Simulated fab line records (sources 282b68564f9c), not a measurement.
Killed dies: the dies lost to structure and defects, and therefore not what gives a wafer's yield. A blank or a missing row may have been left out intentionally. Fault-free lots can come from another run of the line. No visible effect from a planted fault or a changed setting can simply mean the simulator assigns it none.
What tool caused it?	flow rit-cmos	14 lots, 42 wafers sampled, at 6 steps of a route of 202

== WHAT EACH GAUGE READ, for each wafer ==
RIT_ACTIVE_THK_MEAS_04.
lot	measured	on	ACTIVE_NITRIDE_THK (nm)
L179	day 1 13:32	film-metro-01	151.9 151.6 150.5
L182	day 2 05:37	film-metro-03	148.4 149.1 149.1
L183	day 2 11:10	film-metro-02	151.5 151.5 151.4
L184	day 2 15:16	film-metro-01	149.2 150.5 149.3
L185	day 2 19:32	film-metro-03	150.2 150.1 150.3
L186	day 3 00:32	film-metro-03	149.9 149.5 150.6
L187	day 3 05:52	film-metro-03	148.4 149.5 148.7
L188	day 3 10:32	film-metro-02	151.0 150.1 150.4
L189	day 3 15:52	film-metro-01	149.8 148.6 149.4
L192	day 4 06:32	film-metro-02	150.0 149.4 149.9
L193	day 4 11:32	film-metro-02	150.1 149.5 149.7
L194	day 4 16:33	film-metro-02	151.1 150.6 151.6
L200	day 5 22:32	film-metro-02	150.6 152.0 152.1
L201	day 6 03:32	film-metro-02	147.7 148.9 149.0

RIT_GATE_THK_MEAS_09.
lot	measured	on	GATE_POLY_THK (nm)
L179	day 2 20:53	film-metro-03	252.1 251.3 249.3
L182	day 3 04:41	film-metro-04	248.3 247.4 246.8
L183	day 3 08:42	film-metro-03	250.5 249.0 252.2
L184	day 3 14:28	film-metro-01	252.6 251.4 252.7
L185	day 3 18:43	film-metro-04	253.1 252.7 251.8
L186	day 3 22:19	film-metro-03	245.9 244.8 247.0
L187	day 4 04:05	film-metro-04	253.8 249.6 252.8
L188	day 4 08:04	film-metro-04	248.8 246.6 248.3
L189	day 4 13:17	film-metro-01	250.0 251.6 249.3
L192	day 5 03:59	film-metro-01	356.9 356.0 357.7
L193	day 5 08:50	film-metro-04	253.1 252.9 252.1
L194	day 5 13:43	film-metro-01	356.0 354.3 353.5
L200	day 6 20:19	film-metro-03	251.2 250.5 250.7
L201	day 7 01:19	film-metro-04	249.6 248.3 249.3

RIT_GATE_OVL_MEAS_17.
lot	measured	on	GATE_OVL (nm)
L179	day 2 22:02	overlay-02	-1.5 -1.4 0.7
L182	day 3 05:43	overlay-02	-2.0 -1.4 -0.3
L183	day 3 09:49	overlay-01	1.0 0.7 -1.3
L184	day 3 15:44	overlay-02	0.2 -0.6 -1.2
L185	day 3 19:44	overlay-02	-1.3 0.1 -0.6
L186	day 3 23:21	overlay-02	0.7 -0.9 1.0
L187	day 4 05:14	overlay-01	1.4 -0.2 -1.1
L188	day 4 09:05	overlay-01	-1.6 -1.3 -1.4
L189	day 4 14:32	overlay-01	-1.0 0.1 -0.5
L192	day 5 05:20	overlay-01	0.3 2.1 -0.5
L193	day 5 09:59	overlay-01	-1.5 -2.3 -0.8
L194	day 5 15:04	overlay-02	-0.2 -2.1 -1.2
L200	day 6 21:28	overlay-02	-1.1 -1.9 0.2
L201	day 7 02:29	overlay-02	-1.7 -4.0 -0.4

RIT_NSD_OVL_MEAS_06.
lot	measured	on	NSD_OVL (nm)
L179	day 3 08:07	overlay-01	0.8 -1.0 1.9
L182	day 3 16:10	overlay-02	-1.4 -2.3 -3.3
L183	day 3 20:22	overlay-01	0.3 2.6 0.2
L184	day 4 01:59	overlay-02	0.5 -1.4 -2.0
L185	day 4 05:44	overlay-01	-0.6 -0.2 -0.6
L186	day 4 09:39	overlay-02	-1.0 -1.4 -0.7
L187	day 4 15:24	overlay-01	0.3 -1.5 -0.5
L188	day 4 19:22	overlay-01	1.2 0.1 1.2
L189	day 5 00:50	overlay-02	0.2 0.1 -1.2
L193	day 5 21:16	overlay-02	-0.2 -0.6 -1.4
L200	day 7 08:34	overlay-02	-2.8 -3.0 -1.6
L201	day 7 12:41	overlay-02	-1.4 -0.9 -2.9

== EACH LOT AND THE TOOL THAT RAN IT (in order: tool; ch and the chambers of the sampled wafers; start) ==
lot	RIT_GATE_CVD_08	RIT_GATE_ETCH_19
L179	lpcvd-01 ch 1, day 2 19:16	rie-si-01 ch 1,2,3, day 2 22:13
L182	lpcvd-01 ch 1, day 3 03:04	rie-si-02 ch 0,1,2, day 3 05:54
L183	lpcvd-01 ch 0, day 3 07:04	rie-si-01 ch 0,3, day 3 09:59
L184	lpcvd-02 ch 1, day 3 12:49	rie-si-02 ch 0,1,2, day 3 16:04
L185	lpcvd-01 ch 0, day 3 17:05	rie-si-01 ch 1,2,3, day 3 19:55
L186	lpcvd-02 ch 1, day 3 20:43	rie-si-02 ch 1,2, day 3 23:32
L187	lpcvd-01 ch 1, day 4 02:27	rie-si-01 ch 0,3, day 4 05:25
L188	lpcvd-02 ch 1, day 4 06:26	rie-si-02 ch 0,1, day 4 09:25
L189	lpcvd-01 ch 1, day 4 11:40	rie-si-01 ch 0,2, day 4 14:49
L192	lpcvd-01 ch 1, day 5 02:22	rie-si-02 ch 0,2,3, day 5 05:31
L193	lpcvd-02 ch 0, day 5 07:12	rie-si-01 ch 0,1,3, day 5 10:10
L194	lpcvd-01 ch 1, day 5 12:05	rie-si-02 ch 0,2,3, day 5 15:14
L200	lpcvd-02 ch 1, day 6 18:41	rie-si-02 ch 0,2,3, day 6 21:39
L201	lpcvd-02 ch 1, day 6 23:42	rie-si-01 ch 1,2,3, day 7 02:46
- RIT_GATE_CVD_08: deposits poly-Si from SiH4, target thk 250 nm, time 2220 s.
- RIT_GATE_ETCH_19: etches poly-Si in SF6/CHF3/O2, stops on SiO2, time 165 s, target depth 312.5 nm.

== AS READ BY THE TOOLS THEMSELVES (means over the sampled wafers that have a number; for cases with no such wafer, the mark the record gives instead) ==
RIT_GATE_CVD_08.
lot	tool	spike-tc-centre-C (C)	spike-tc-load-C (C)	spike-tc-source-C (C)	susceptor-temp-C (C)
L179	lpcvd-01	612.0	629.9	630.5	609.97
L182	lpcvd-01	613.1	630.1	632.9	609.92
L183	lpcvd-01	610.5	631.5	630.9	610.08
L184	lpcvd-02	611.3	636.3	628.1	610.15
L185	lpcvd-01	611.2	631.6	631.4	609.90
L186	lpcvd-02	611.5	635.4	627.8	610.11
L187	lpcvd-01	611.2	629.9	631.3	610.19
L188	lpcvd-02	611.6	635.7	627.4	609.94
L189	lpcvd-01	612.3	630.7	630.5	610.21
L192	lpcvd-01	628.3	646.3	646.4	625.01
L193	lpcvd-02	613.8	633.5	634.4	610.07
L194	lpcvd-01	628.2	645.3	646.1	624.85
L200	lpcvd-02	611.6	634.6	626.8	610.19
L201	lpcvd-02	612.1	635.5	628.1	609.66

RIT_GATE_ETCH_19.
lot	tool	SF6_flow_sccm (sccm)	drypump-motor-current-A (A)	oes-product-au (a.u.)	throttle-valve-pct (%)
L179	rie-si-01	29.96	5.6	0.840	10.34
L182	rie-si-02	30.03	5.7	0.833	10.23
L183	rie-si-01	29.98	5.5	0.836	10.20
L184	rie-si-02	30.05	5.7	0.847	10.23
L185	rie-si-01	30.07	5.6	0.846	10.34
L186	rie-si-02	29.97	5.5	0.834	10.15
L187	rie-si-01	29.99	5.5	0.835	10.20
L188	rie-si-02	29.94	5.9	0.837	10.32
L189	rie-si-01	29.88	5.1	0.837	10.22
L192	rie-si-02	29.93	5.8	1.014	10.08
L193	rie-si-01	29.98	5.3	0.849	10.30
L194	rie-si-02	29.94	5.8	1.003	10.07
L200	rie-si-02	29.98	5.8	0.850	10.07
L201	rie-si-01	30.04	5.6	0.836	10.34

== THE ANSWER, worked out from the rows above alone ==
Rule: usual is defined by the lots themselves. The widest of any qualifying gaps counts: lots, ordered by their means at a reading, are off when they make up no more than a third of the lots, leave a main group of 4 or more, and stand apart from it by 3 or more times the standard deviation of that group's means. If all means in a main group match to the digits the tables above print for the reading, that group is not used. A lot without any number at a reading at which 4 lots or more have one is off too. Any other lot the step has rows for is counted as sound. After the gauges, taken in route order, come the tools' own readings; for these a lot's mean is taken, as printed above. At the first step where some lot is off, the reading lying furthest off is the one used; lots without a number count as furthest.
Off: L192, L194, seen at RIT_GATE_THK_MEAS_09 (GATE_POLY_THK). Main group: mean 250.2 nm, sd 2.1.
If a tool, at a process step before that reading, ran all the lots that are off and no sound lot after the first of them, it fits. The gauges at RIT_GATE_THK_MEAS_09 aren't tried: what is off there is off at RIT_GATE_CVD_08 too, on other tools, and a gauge's error can't cause that. One fits: lpcvd-01 at RIT_GATE_CVD_08. A fault onset in the window from L189 (day 4 11:40, its last sound lot) to L192 (day 5 02:22, its first lot off) fits.
The tool's own readings at RIT_GATE_CVD_08 bear it out: on the lots that are off they differ by more than 5 times the standard deviation of the sound lots' means. spike-tc-centre-C reads 628.2 C there against 611.9 C on the sound lots; spike-tc-load-C reads 645.8 C there against 632.9 C on the sound lots; spike-tc-source-C reads 646.2 C there against 630.0 C on the sound lots; susceptor-temp-C reads 624.93 C there against 610.03 C on the sound lots.

== WHAT HAD BEEN PUT IN BY THE SIMULATOR ==
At RIT_GATE_CVD_08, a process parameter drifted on lpcvd-01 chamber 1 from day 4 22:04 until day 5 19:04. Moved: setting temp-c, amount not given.
Lots struck among those shown: L192, L194. Same finding as the rule above.
